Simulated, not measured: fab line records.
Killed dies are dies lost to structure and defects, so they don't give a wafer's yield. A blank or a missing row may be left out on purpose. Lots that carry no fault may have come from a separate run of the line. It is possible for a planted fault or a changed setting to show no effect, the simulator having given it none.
A struck lot beside a sound one + flow berkeley_cmos170 + 26 out of 331 route steps
Sound: the wafers L651.2, L651.5, L651.6. Struck: wafers L661.2, L661.3, L661.5. At the end, the cause is stated.
Order at every step that has rows: each side's tool, ch and its chambers, its first start. Under that, the readings that differ: sound wafers + struck wafers + difference of the means + sigmas: that difference in standard deviations of wafers without a fault.
alike: readings whose means differ by less than 2 such deviations, and words and numbers that are the same on both sides. not compared: withheld readings, readings that some wafer has no value for, bounds like >300 that may hide the same value, and numbers for which the record gives no deviation and whose values overlap.
A row with sigmas, a row that says differs or no value, or rows on one side alone: a step with any of these is where the two part. Numbers that don't overlap but have no deviation are shown without sigmas and don't part them. A reading that every wafer of one side lacks parts them only if that side has two wafers or more.

first, 3 steps without rows for these wafers: UCB170_PVT_EXPOSE_03 (exposes mask NWELL, target cd 3000 nm); UCB170_PVT_PEB_04; UCB170_PVT_DEVELOP_05 (develop time 45 s).
UCB170_PVT_OVL_MEAS_06:
  sound on overlay-02, day 7 15:28; struck on overlay-02, day 9 15:13
  alike: PVT_OVL
following that, these wafers have no rows for 1 step: UCB170_PVT_IMPLANT_07.
UCB170_PVT_STRIP_08: strips in O2.
  sound on plasma_asher-04 ch 0,1, day 7 15:38; struck on plasma_asher-04 ch 0,1, day 9 15:24
  alike: drypump_motor_current_A, o2_flow_sccm, oes_product_au, strip_time_to_endpoint_s
  not compared: rf_hours_counter_h
UCB170_PVT_TW_MEAS_09:
  sound on film_metro-02, day 7 15:45; struck on film_metro-01, day 9 15:31
  alike: PVT_TW
then, 1 step without rows for these wafers: UCB170_GATE_WET_ETCH_00 (etches SiO2 in dHF, time 200 s).
UCB170_FIELD_THK_MEAS_91:
  sound on film_metro-02, day 7 15:53; struck on film_metro-01, day 9 15:39
  alike: FIELD_OXIDE_LEFT_2_THK
then, 1 step without rows for these wafers: UCB170_GATE_OXIDATION_01 (target thk 6.6 nm, ox time 1800 s).
UCB170_GATE_THK_MEAS_02:
  sound on film_metro-03, day 7 20:17; struck on film_metro-03, day 9 21:56
  alike: GATE_OXIDE_THK
then, 1 step without rows for these wafers: UCB170_GATE_ANNEAL_03 (time 1800 s).
UCB170_GATE_CVD_04: deposits poly-Si from SiH4, time 1440 s, target thk 214 nm.
  sound on lpcvd-02 ch 0, day 8 02:19; struck on lpcvd-01 ch 1, day 10 06:30
  alike: pressure_mtorr, sih4_flow_sccm, zone_power_load_pct
UCB170_GATE_THK_MEAS_05:
  sound on film_metro-04, day 8 03:44; struck on film_metro-04, day 10 07:55
| reading            | sound             | struck            | difference | sigmas |
|--------------------|-------------------|-------------------|------------|--------|
| GATE_POLY_THK (nm) | 212.2 212.3 213.0 | 183.9 180.8 181.1 | -30.6      | -19    |
then, 6 steps without rows for these wafers: UCB170_GATE_COAT_06; UCB170_GATE_COAT_07 (resist thk 900 nm); UCB170_GATE_SOFTBAKE_08 (time 60 s); UCB170_GATE_EXPOSE_09 (exposes mask POLY, target cd 350 nm); UCB170_GATE_PEB_10; UCB170_GATE_DEVELOP_11 (develop time 45 s).
UCB170_GATE_CD_MEAS_12: target cd 350 nm.
  sound on cd_sem-02, day 8 04:59; struck on cd_sem-01, day 10 08:50
  alike: cd_nm
UCB170_GATE_OVL_MEAS_13:
  sound on overlay-01, day 8 05:05; struck on overlay-02, day 10 08:56
  alike: GATE_OVL
UCB170_GATE_ETCH_14: etches BARC in N2/H2.
  sound on rie_diel-04 ch 2,3, day 8 05:07; struck on rie_diel-03 ch 0,2,3, day 10 08:58
  alike: drypump_motor_current_A, oes_product_au, throttle_valve_pct
UCB170_GATE_ETCH_15: etches poly-Si in HBr/Cl2, stops on SiO2, time 56.3 s, target depth 278.2 nm.
  sound on rie_si-01 ch 1,2,3, day 8 05:09; struck on rie_si-01 ch 0,1,3, day 10 09:00
| reading               | sound             | struck            | difference | sigmas |
|-----------------------|-------------------|-------------------|------------|--------|
| oes_product_au (a.u.) | 0.838 0.814 0.822 | 0.748 0.731 0.745 | -0.083     | -6     |
  alike: drypump_motor_current_A, throttle_valve_pct
  not compared: rf_hours_counter_h
UCB170_GATE_STRIP_16: strips in O2.
  sound on plasma_asher-04 ch 0,1, day 8 05:12; struck on plasma_asher-04 ch 0, day 10 09:03
  alike: drypump_motor_current_A, o2_flow_sccm, oes_product_au
  not compared: rf_hours_counter_h
following that, these wafers have no rows for 1 step: UCB170_M3_PROBE_99.

== WHERE THEY PART ==
At UCB170_GATE_THK_MEAS_05 first; at UCB170_GATE_ETCH_15 last (within this record only). Later steps at which nothing parts them and some readings are alike: UCB170_GATE_STRIP_16.

WHY: what had been put in by the simulator
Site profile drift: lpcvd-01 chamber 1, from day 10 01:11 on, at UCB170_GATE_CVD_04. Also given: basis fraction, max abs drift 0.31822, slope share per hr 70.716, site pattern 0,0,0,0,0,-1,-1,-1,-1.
